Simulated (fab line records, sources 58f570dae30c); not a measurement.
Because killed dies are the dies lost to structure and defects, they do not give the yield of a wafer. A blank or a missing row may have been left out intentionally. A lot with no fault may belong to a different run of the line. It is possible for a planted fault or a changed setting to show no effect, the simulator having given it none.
Matching of chambers + flow berkeleyCmos170 + UCB170_V2_CMP_02 on cmp-02: 4 sister chambers
The step polishes SiO2. 4 wafers are shown with their chamber, then 7 later ones without.

## WAFERS, EACH WITH ITS CHAMBER
| wafer  | chamber | motorCurrentA (A) |
|--------|---------|-------------------|
| L116.3 | 3       | 16.8              |
| L124.4 | 2       | 17.1              |
| L124.6 | 1       | 15.8              |
| L125.3 | 0       | 15.5              |

## WAFERS MISSING THEIR CHAMBER
| wafer  | motorCurrentA (A) |
|--------|-------------------|
| L125.4 | 15.9              |
| L125.5 | 15.3              |
| L128.1 | 17.3              |
| L128.3 | 15.9              |
| L128.5 | 16.9              |
| L131.4 | 15.3              |
| L131.5 | 15.2              |

## CHAMBER TAKEN BY EACH
| wafer  | from the rows above     | in truth |
|--------|-------------------------|----------|
| L125.4 | can't be placed: 1 or 0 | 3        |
| L125.5 | can't be placed: 0 or 1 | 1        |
| L128.1 | can't be placed: 2 or 3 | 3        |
| L128.3 | can't be placed: 1 or 0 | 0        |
| L128.5 | can't be placed: 3 or 2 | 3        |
| L131.4 | can't be placed: 0 or 1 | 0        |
| L131.5 | can't be placed: 0 or 1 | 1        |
Correct placement for 0 of the 7. Unplaceable from these rows: 7, with the true chamber sitting among the candidates in 6. 0 placed wrongly.
How it was worked out, from the rows above alone: a wafer's distance from a chamber is the root of the sum, over the readings, of the square of ((its reading less the chamber's mean) divided by the reading's scatter). If the next closest chamber is less than 2 further off than the closest, the wafer can't be placed; otherwise it belongs to the closest. Each chamber's mean is taken over the wafers shown for it. The scatter: root of mean squared gap, hidden wafer to nearest shown wafer, with one shown wafer a chamber.
